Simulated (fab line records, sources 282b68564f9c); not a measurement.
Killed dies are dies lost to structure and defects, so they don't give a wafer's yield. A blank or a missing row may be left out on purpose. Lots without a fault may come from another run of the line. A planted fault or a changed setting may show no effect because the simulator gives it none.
fab line records | flow rit_cmos
record lots=7 wafers=21 last_day=7
route steps=202 shown CONTACT@170 M1@202
lots that met no fault: from a run of the same line without faults
start_h: hours from the record's first day to the start of the lot's first wafer shown | wait_h: hours since the lot's step before | " the same as in the row above | L1.1+2: a row that stands for several wafers | - no value, or no start given | * or withheld: withheld | < > ~ a bound
route shown NAME@n: a module of which the file shows steps, and the number in the route of the first | usual: mean/standard deviation of fault-free wafers | same: alike in all rows | chamber/n: place in a boat | sites: the reading at each site | _std_site: their standard deviation | _edge_site: outer sites' mean less inner sites' | radius_mm: how far each site lies from the wafer's centre | mask NAME#n: copy n | behind: the tool/chamber that last shaped the wafer | hold: why the lot was held/for how many hours/how that ended | device: the transistor (n, p or np) that didn't switch | end of line: the same wafers' tests at the end of the route | a step without rows: its recipe alone | killed: dies lost to structure and defects at the first sort, not the wafer's yield | map: a wafer's dies, x killed, . not, _ none there
set.NAME: the setting as run; set.NAME@STEP: as run at that earlier step | model.NAME: the simulator's own value behind a step, which no gauge read
lots at some steps of the route; a table a step, a row a wafer
services: from which hour (start_h, from the record's first day; less than 0 if before it) a tool's chamber was out of use, for how many hours, and why
## steps
# step RIT_CONTACT_HMDS_02
# recipe prime_time_s=60 prime_temp_c=140
# step RIT_CONTACT_COAT_03
# recipe resist=NOVOLAK spin_rpm=3250 resist_thk_nm=1000
# step RIT_CONTACT_SOFTBAKE_04
# recipe resist=NOVOLAK temp_c=90 time_s=58.15
# step RIT_CONTACT_EXPOSE_05
# recipe mask_id=M11 na=0.6 source_shape=conventional sigma_outer=0.5 target_cd_nm=1000 dose_mj=250
# step RIT_CONTACT_PEB_06
# recipe resist=NOVOLAK temp_c=withheld time_s=withheld
# step RIT_CONTACT_DEVELOP_07
# recipe resist=NOVOLAK develop_time_s=120 dev_temp_c=23
# step RIT_CONTACT_CD_MEAS_08
# recipe target_cd_nm=1000
# usual cd_nm=1001.1/2.4
# columns lot.wafer tool chamber start_h wait_h cd_nm
L246.2 cd_sem-01 - 86.38 - 997.5
L246.4 " - " " 998.4
L246.6 " - " " 999.5
L247.1 cd_sem-01 - 92.71 - 1003.4
L247.2 " - " " 1000.4
L247.3 " - " " 1003.8
L251.1 cd_sem-02 - 117.76 - 999.0
L251.2 " - " " 997.7
L251.6 " - " " 996.7
L252.3 cd_sem-02 - 120.32 - 1002.8
L252.4 " - " " 1001.4
L252.6 " - " " 1001.1
L253.3 cd_sem-01 - 121.80 - 1003.4
L253.5 " - " " 1001.0
L253.6 " - " " 999.9
L262.1 cd_sem-01 - 168.03 - 1001.6
L262.3 " - " " 1001.7
L262.4 " - " " 1000.8
L263.2 cd_sem-02 - 173.46 - 1001.2
L263.3 " - " " 1001.8
L263.5 " - " " 1002.6
# step RIT_CONTACT_OVL_MEAS_09
# usual CONTACT_OVL=-0.6/1.5
# columns lot.wafer tool chamber start_h wait_h CONTACT_OVL[nm]
L246.2 overlay-02 - 86.48 0.1 1.4
L246.4 " - " " 0.0
L246.6 " - " " -1.0
L247.1 overlay-02 - 92.83 0.1 0.3
L247.2 " - " " 2.0
L247.3 " - " " -0.6
L251.1 overlay-01 - 117.88 0.1 -0.4
L251.2 " - " " -1.4
L251.6 " - " " -0.7
L252.3 overlay-01 - 120.42 0.1 -3.1
L252.4 " - " " -3.9
L252.6 " - " " -2.7
L253.3 overlay-01 - 121.89 0.1 1.3
L253.5 " - " " 2.2
L253.6 " - " " -1.3
L262.1 overlay-01 - 168.15 0.1 -0.3
L262.3 " - " " -1.8
L262.4 " - " " -2.1
L263.2 overlay-01 - 173.56 0.1 1.6
L263.3 " - " " 0.1
L263.5 " - " " -0.5
# step RIT_CONTACT_HARDBAKE_10
# recipe resist=NOVOLAK temp_c=140 time_s=60
# step RIT_CONTACT_ETCH_11
# recipe target_depth_a=4800 over_etch_frac=0.2 stop_on=TiSi2 chemistry=CHF3/CF4/Ar target=SiO2 CHF3_flow_sccm=50 cf4_flow_sccm=10 Ar_flow_sccm=100 O2_flow_sccm=5 pressure_mtorr=100 rf_w=200 time_s=320
# usual cf4_flow_sccm=10.00/0.031 drypump_motor_current_A=5.45/0.27 oes_product_au=0.996/0.011 throttle_valve_pct=8.86/0.13
# columns lot.wafer tool chamber start_h wait_h cf4_flow_sccm drypump_motor_current_A oes_product_au rf_hours_counter_h throttle_valve_pct
L246.2 rie_diel-04 3 86.66 0.1 10.03 5.33 1.000 29 8.85
L246.4 " 2 " " 10.01 5.60 0.981 150 8.90
L246.6 " 3 " " 10.04 5.32 0.994 - 8.85
L247.1 rie_diel-03 0 93.02 0.1 9.99 5.74 0.978 168 8.78
L247.2 " 3 " " 10.02 4.95 1.010 114 8.83
L247.3 " 2 " " 10.05 5.55 0.995 27 9.13
L251.1 rie_diel-04 1 118.06 0.1 10.05 5.67 0.998 120 9.00
L251.2 " 0 " " 10.02 5.68 0.992 9 8.79
L251.6 " 0 " " 10.01 5.70 0.985 - 8.81
L252.3 rie_diel-03 1 120.59 0.1 10.02 5.69 1.014 0 8.97
L252.4 " 1 " " 10.04 5.72 1.012 - 8.96
L252.6 " 2 " " 10.00 5.56 0.995 - 9.14
L253.3 rie_diel-04 0 122.06 0.1 10.04 5.69 0.992 9 8.79
L253.5 " 0 " " 10.05 5.69 0.990 - 8.81
L253.6 " 1 " " 10.01 5.70 0.995 - 8.98
L262.1 rie_diel-03 3 168.34 0.1 10.00 4.95 1.015 116 8.84
L262.3 " 0 " " 10.03 5.74 0.977 1 8.80
L262.4 " 1 " " 9.97 5.73 1.018 2 8.94
L263.2 rie_diel-02 3 173.74 0.1 10.06 5.32 0.992 143 8.69
L263.3 " 0 " " 10.02 5.64 1.006 135 8.67
L263.5 " 3 " " 10.02 5.33 0.989 - 8.70
# step RIT_CONTACT_STRIP_12
# recipe chemistry=O2 time_s=180 resist=NOVOLAK platen_temp_c=withheld power_w=500 pressure_mtorr=4000 o2_flow_sccm=4000
# usual drypump_motor_current_A=5.7/0.33
# columns lot.wafer tool chamber start_h wait_h drypump_motor_current_A rf_hours_counter_h
L246.2 plasma_asher-03 0 86.86 0.1 5.5 43
L246.4 " 0 " " 5.5 -
L246.6 " 1 " " 6.0 -
L247.1 plasma_asher-03 0 93.21 0.1 5.5 44
L247.2 " 1 " " 5.9 44
L247.3 " 0 " " 5.5 -
L251.1 plasma_asher-03 1 118.26 0.1 5.9 47
L251.2 " 0 " " 5.5 47
L251.6 " 1 " " 6.0 -
L252.3 plasma_asher-04 1 120.84 0.2 5.2 -
L252.4 " 0 " " 5.8 -
L252.6 " 1 " " 5.2 -
L253.3 plasma_asher-04 1 122.32 0.2 5.2 -
L253.5 " 1 " " 5.1 -
L253.6 " 0 " " 5.8 -
L262.1 plasma_asher-03 1 168.53 0.1 6.0 52
L262.3 " 1 " " 6.0 -
L262.4 " 0 " " 5.5 -
L263.2 plasma_asher-04 0 173.94 0.1 5.8 41
L263.3 " 0 " " 5.8 -
L263.5 " 0 " " 5.7 -
# step RIT_CONTACT_CD_MEAS_90
# recipe target_cd_nm=1000
# usual cd_nm=1001.0/2.4
# columns lot.wafer tool chamber start_h wait_h cd_nm
L246.2 cd_sem-02 - 87.05 0.1 997.7
L246.4 " - " " 998.3
L246.6 " - " " 999.3
L247.1 cd_sem-02 - 93.39 0.1 1003.1
L247.2 " - " " 1000.1
L247.3 " - " " 1003.6
L251.1 cd_sem-02 - 118.43 0.1 998.5
L251.2 " - " " 997.6
L251.6 " - " " 996.8
L252.3 cd_sem-01 - 121.00 0.1 1002.5
L252.4 " - " " 1001.4
L252.6 " - " " 1000.7
L253.3 cd_sem-01 - 122.47 0.1 1002.6
L253.5 " - " " 1001.0
L253.6 " - " " 1000.3
L262.1 cd_sem-01 - 168.71 0.1 1002.1
L262.3 " - " " 1001.7
L262.4 " - " " 1001.3
L263.2 cd_sem-01 - 174.13 0.1 1000.9
L263.3 " - " " 1001.7
L263.5 " - " " 1003.2
# step RIT_CONTACT_CLEAN_13
# recipe chemistry=SC1 mix=3:3:50 time_s=600 temp_c=75
# usual bath_guard_temp_C=75.1/0.58 bath_heat_duty_pct=15.0/1.2
# columns lot.wafer tool chamber start_h wait_h bath_guard_temp_C bath_heat_duty_pct
L246.2 wet_bench-01 0 87.15 0.1 75.3 13.5
L246.4 " 0 " " 74.8 13.8
L246.6 " 0 " " 75.3 13.3
L247.1 wet_bench-03 0 93.51 0.1 75.5 16.2
L247.2 " 0 " " 75.4 14.3
L247.3 " 0 " " 75.2 14.9
L251.1 wet_bench-01 2 118.55 0.1 - -
L251.2 " 2 " " - -
L251.6 " 2 " " - -
L252.3 wet_bench-02 0 121.08 0.1 - -
L252.4 " 0 " " - -
L252.6 " 0 " " - -
L253.3 wet_bench-03 2 122.55 0.1 - -
L253.5 " 2 " " - -
L253.6 " 2 " " - -
L262.1 wet_bench-02 3 168.83 0.1 75.1 15.4
L262.3 " 3 " " 74.9 15.2
L262.4 " 3 " " 75.2 15.6
L263.2 wet_bench-01 3 174.23 0.1 75.9 14.8
L263.3 " 3 " " 75.3 15.2
L263.5 " 3 " " 75.5 15.6
# step RIT_CONTACT_CLEAN_14
# recipe chemistry=SC2 mix=3:3:50 time_s=600 temp_c=75 dry=n2_spin
# step RIT_M1_PROBE_99
# usual killed_at_contacts=0.1/0.27 killed_at_front_end=7/3.3 killed_dies=7/3.3 killed_open=3.5/2 killed_short=3.8/2.2
# same gross_dies=264 killed_at_M0_to_M3=0 killed_at_M4_up=0 killed_at_back_side=0 killed_at_other=0
# columns lot.wafer tool chamber start_h wait_h killed_at_contacts killed_at_front_end killed_dies killed_open killed_short
L246.2 prober-02 - 91.72 0.1 0 11 11 6 5
L246.4 prober-02 - 91.82 0.2 0 10 10 5 5
L246.6 prober-02 - 91.92 0.2 0 8 8 3 5
L247.1 prober-01 - 97.88 0.1 0 4 4 2 2
L247.2 prober-01 - 97.93 0.1 0 3 3 1 2
L247.3 prober-01 - 97.98 0.2 0 6 6 2 4
L251.1 prober-01 - 123.00 0.1 0 9 9 4 5
L251.2 prober-01 - 123.05 0.1 1 5 6 3 3
L251.6 prober-01 - 123.25 0.2 0 7 7 2 5
L252.3 prober-02 - 125.67 0.2 1 1 2 1 1
L252.4 prober-02 - 125.72 0.2 0 8 8 4 4
L252.6 prober-02 - 125.82 0.2 0 6 6 1 5
L253.3 prober-01 - 127.17 0.2 0 3 3 2 1
L253.5 prober-01 - 127.27 0.2 0 4 4 3 1
L253.6 prober-01 - 127.32 0.2 0 10 10 4 6
L262.1 prober-02 - 173.35 0.1 0 7 7 3 4
L262.3 prober-02 - 173.45 0.2 0 9 9 4 5
L262.4 prober-02 - 173.50 0.2 0 8 8 2 6
L263.2 prober-01 - 178.77 0.1 0 6 6 4 2
L263.3 prober-01 - 178.82 0.2 0 4 4 2 2
L263.5 prober-01 - 178.92 0.2 0 8 8 3 5
# killed by level:class
L246.2 GATE:geometric_particle:open=3 GATE:geometric_particle:short=2 REOX:geometric_particle:open=2 FOX1:geometric_particle:short=1 SILICIDE:geometric_particle:open=1 REOX:geometric_particle:short=1 SILICIDE:geometric_particle:short=1
L246.4 GATE:geometric_particle:open=3 GATE:geometric_particle:short=3 REOX:geometric_particle:open=1 REOX:geometric_particle:short=1 SPACER:geometric_particle:open=1 SILICIDE:geometric_particle:short=1
L246.6 GATE:geometric_particle:short=3 FOX2:geometric_particle:open=1 FOX2:geometric_particle:short=1 GATE:geometric_particle:open=1 REOX:geometric_particle:open=1 SILICIDE:geometric_particle:short=1
L247.1 FOX1:geometric_particle:short=1 GATE:geometric_particle:open=1 SPACER:geometric_particle:open=1 SPACER:geometric_particle:short=1
L247.2 FOX1:geometric_particle:short=1 GATE:geometric_particle:open=1 REOX:geometric_particle:short=1
L247.3 FOX1:geometric_particle:short=1 FOX2:geometric_particle:short=1 GATE:geometric_particle:open=1 REOX:geometric_particle:open=1 SPACER:geometric_particle:short=1 SILICIDE:geometric_particle:short=1
L251.1 SILICIDE:geometric_particle:short=4 FOX1:geometric_particle:open=2 GATE:geometric_particle:open=1 SPACER:geometric_particle:short=1 SILICIDE:geometric_particle:open=1
L251.2 GATE:geometric_particle:short=2 FOX1:geometric_particle:open=1 SPACER:geometric_particle:open=1 SILICIDE:geometric_particle:short=1 CONTACT:geometric_particle:open=1
L251.6 FOX1:geometric_particle:short=2 FOX1:geometric_particle:open=1 FOX2:geometric_particle:short=1 REOX:geometric_particle:short=1 SILICIDE:geometric_particle:open=1 SILICIDE:geometric_particle:short=1
L252.3 GATE:geometric_particle:short=1 CONTACT:geometric_particle:open=1
L252.4 GATE:geometric_particle:open=2 FOX1:geometric_particle:open=1 GATE:geometric_particle:short=1 REOX:geometric_particle:open=1 REOX:geometric_particle:short=1 SPACER:geometric_particle:short=1 SILICIDE:geometric_particle:short=1
L252.6 FOX1:geometric_particle:short=2 GATE:geometric_particle:open=1 GATE:geometric_particle:short=1 SPACER:geometric_particle:short=1 SILICIDE:geometric_particle:short=1
L253.3 GATE:geometric_particle:open=1 GATE:geometric_particle:short=1 SPACER:geometric_particle:open=1
L253.5 GATE:geometric_particle:open=2 SPACER:geometric_particle:open=1 SILICIDE:geometric_particle:short=1
L253.6 SILICIDE:geometric_particle:short=3 FOX1:geometric_particle:short=2 GATE:geometric_particle:open=2 FOX2:geometric_particle:open=1 GATE:geometric_particle:short=1 SILICIDE:geometric_particle:open=1
L262.1 SPACER:geometric_particle:short=2 FOX2:geometric_particle:open=1 GATE:geometric_particle:open=1 GATE:geometric_particle:short=1 REOX:geometric_particle:open=1 SILICIDE:geometric_particle:short=1
L262.3 FOX1:geometric_particle:open=3 GATE:geometric_particle:short=3 FOX1:geometric_particle:short=1 SILICIDE:geometric_particle:open=1 SILICIDE:geometric_particle:short=1
L262.4 SPACER:geometric_particle:open=2 SPACER:geometric_particle:short=2 SILICIDE:geometric_particle:short=2 FOX1:geometric_particle:short=1 GATE:geometric_particle:short=1
L263.2 FOX1:geometric_particle:short=1 FOX1:geometric_particle:open=1 FOX2:geometric_particle:open=1 GATE:geometric_particle:short=1 GATE:geometric_particle:open=1 REOX:geometric_particle:open=1
L263.3 GATE:geometric_particle:open=2 GATE:geometric_particle:short=1 SPACER:geometric_particle:short=1
L263.5 GATE:geometric_particle:short=4 FOX1:geometric_particle:short=1 FOX1:geometric_particle:open=1 GATE:geometric_particle:open=1 SPACER:geometric_particle:open=1
## services
# columns tool chamber start_h hours kind
rie_diel-03 1 69.05 - clean
rie_diel-03 1 69.05 29.8 scheduled_down
rie_diel-03 1 69.05 29.8 vent_cycle
plasma_asher-03 - 78.11 4.9 repair
rie_diel-04 2 96.80 4.1 repair
rie_diel-03 0 108.92 5.8 repair
rie_diel-02 2 110.75 1.8 repair
rie_diel-03 0 114.69 - clean
rie_diel-03 0 114.69 28.4 scheduled_down
rie_diel-03 0 114.69 28.4 vent_cycle
rie_diel-04 3 126.70 1.5 repair
rie_diel-04 2 141.31 - clean
rie_diel-04 2 141.31 18.4 scheduled_down
rie_diel-04 2 141.31 18.4 vent_cycle
rie_diel-03 - 142.15 0.6 repair
rie_diel-04 1 161.22 1.3 repair
plasma_asher-04 - 168.76 2.8 pm
plasma_asher-03 - 170.52 4.1 repair
## key
first_sign step=RIT_CONTACT_CLEAN_13 reading=tool_record direction=missing
effect none on later readings
met_at RIT_CONTACT_CLEAN_13
struck_wafers L251.1,L251.2,L251.6,L252.3,L252.4,L252.6,L253.3,L253.5,L253.6
tester_left_out L251,L252,L253
onset_between 93.51 118.55
fault kind=skipped_step_whole tool=wet_bench-01,wet_bench-02,wet_bench-03 chamber=- onset_h=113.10 steps=RIT_CONTACT_CLEAN_13 scope=struck_lots_only
# tester_left_out: of these lots the tester's yield and bins aren't shown, on N5 and GAA mostly nor the transistor test; their killed dies are dies lost to structure and defects alone, not to doping, threshold or leakage, so they don't give the yield
